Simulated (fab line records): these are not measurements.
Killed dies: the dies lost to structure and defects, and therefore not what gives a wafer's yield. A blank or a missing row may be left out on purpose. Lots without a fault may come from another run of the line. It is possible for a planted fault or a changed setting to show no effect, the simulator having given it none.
Which tool was responsible? || flow berkeley_cmos170 || 33 wafers from 11 lots sampled at 2 of the route's 331 steps

== WHAT EACH GAUGE READ, for each wafer ==
UCB170_PLDD_TW_MEAS_11.
{"lot": "L749", "measured": "day 7 11:28", "on": "film_metro-02", "PLDD_TW": "1120 1114 1117"}
{"lot": "L752", "measured": "day 7 19:30", "on": "film_metro-02", "PLDD_TW": "1118 1119 1117"}
{"lot": "L757", "measured": "day 9 01:04", "on": "film_metro-02", "PLDD_TW": "1024 1027 1032"}
{"lot": "L758", "measured": "day 9 01:19", "on": "film_metro-04", "PLDD_TW": "1021 1017 1023"}
{"lot": "L760", "measured": "day 9 09:47", "on": "film_metro-02", "PLDD_TW": "1034 1031 1032"}
{"lot": "L761", "measured": "day 9 10:20", "on": "film_metro-02", "PLDD_TW": "1025 1032 1021"}
{"lot": "L762", "measured": "day 10 01:17", "on": "film_metro-02", "PLDD_TW": "1031 1023 1023"}
{"lot": "L765", "measured": "day 10 12:47", "on": "film_metro-02", "PLDD_TW": "1021 1026 1022"}
{"lot": "L764", "measured": "day 10 12:08", "on": "film_metro-01", "PLDD_TW": "1016 1009 1016"}
{"lot": "L766", "measured": "day 10 13:09", "on": "film_metro-01", "PLDD_TW": "1015 1015 1017"}
{"lot": "L767", "measured": "day 10 22:16", "on": "film_metro-02", "PLDD_TW": "1026 1021 1021"}

== TOOL THAT RAN EACH LOT (tool first, then ch and the chambers of the sampled wafers, then the start) ==
{"lot": "L749", "UCB170_PLDD_IMPLANT_08": "implanter-03 ch 0, day 7 11:04"}
{"lot": "L752", "UCB170_PLDD_IMPLANT_08": "implanter-03 ch 0, day 7 19:07"}
{"lot": "L757", "UCB170_PLDD_IMPLANT_08": "implanter-01 ch 0, day 9 00:40"}
{"lot": "L758", "UCB170_PLDD_IMPLANT_08": "implanter-02 ch 0, day 9 00:55"}
{"lot": "L760", "UCB170_PLDD_IMPLANT_08": "implanter-01 ch 0, day 9 09:23"}
{"lot": "L761", "UCB170_PLDD_IMPLANT_08": "implanter-02 ch 0, day 9 09:57"}
{"lot": "L762", "UCB170_PLDD_IMPLANT_08": "implanter-01 ch 0, day 10 00:56"}
{"lot": "L765", "UCB170_PLDD_IMPLANT_08": "implanter-01 ch 0, day 10 12:24"}
{"lot": "L764", "UCB170_PLDD_IMPLANT_08": "implanter-02 ch 0, day 10 11:46"}
{"lot": "L766", "UCB170_PLDD_IMPLANT_08": "implanter-02 ch 0, day 10 12:47"}
{"lot": "L767", "UCB170_PLDD_IMPLANT_08": "implanter-03 ch 0, day 10 21:52"}
- UCB170_PLDD_IMPLANT_08

== THE ANSWER, worked out from the rows above alone ==
Rule: the lots themselves supply what counts as usual. Put in order of their means at a reading, lots are off if they are a third of the lots or fewer, leave a main group of 4 or more, and stand apart from it by a gap of 3 or more times the standard deviation of the main group's means; of several such gaps the widest counts. If all means in a main group match to the digits the tables above print for the reading, that group is not used. Also off: a lot with no number at a reading for which 4 or more lots have one. All remaining lots with rows at the step are treated as sound.
Off: L749, L752, at UCB170_PLDD_TW_MEAS_11 (PLDD_TW). Main group: mean 1023, sd 5.5.
A tool fits if, at a process step before that reading, it ran every lot that is off, and no sound lot after the first of them. Gauges at UCB170_PLDD_TW_MEAS_11: tried the same way as those tools. Of those tried, none fits.

== WHAT THE SIMULATOR HAD INSERTED ==
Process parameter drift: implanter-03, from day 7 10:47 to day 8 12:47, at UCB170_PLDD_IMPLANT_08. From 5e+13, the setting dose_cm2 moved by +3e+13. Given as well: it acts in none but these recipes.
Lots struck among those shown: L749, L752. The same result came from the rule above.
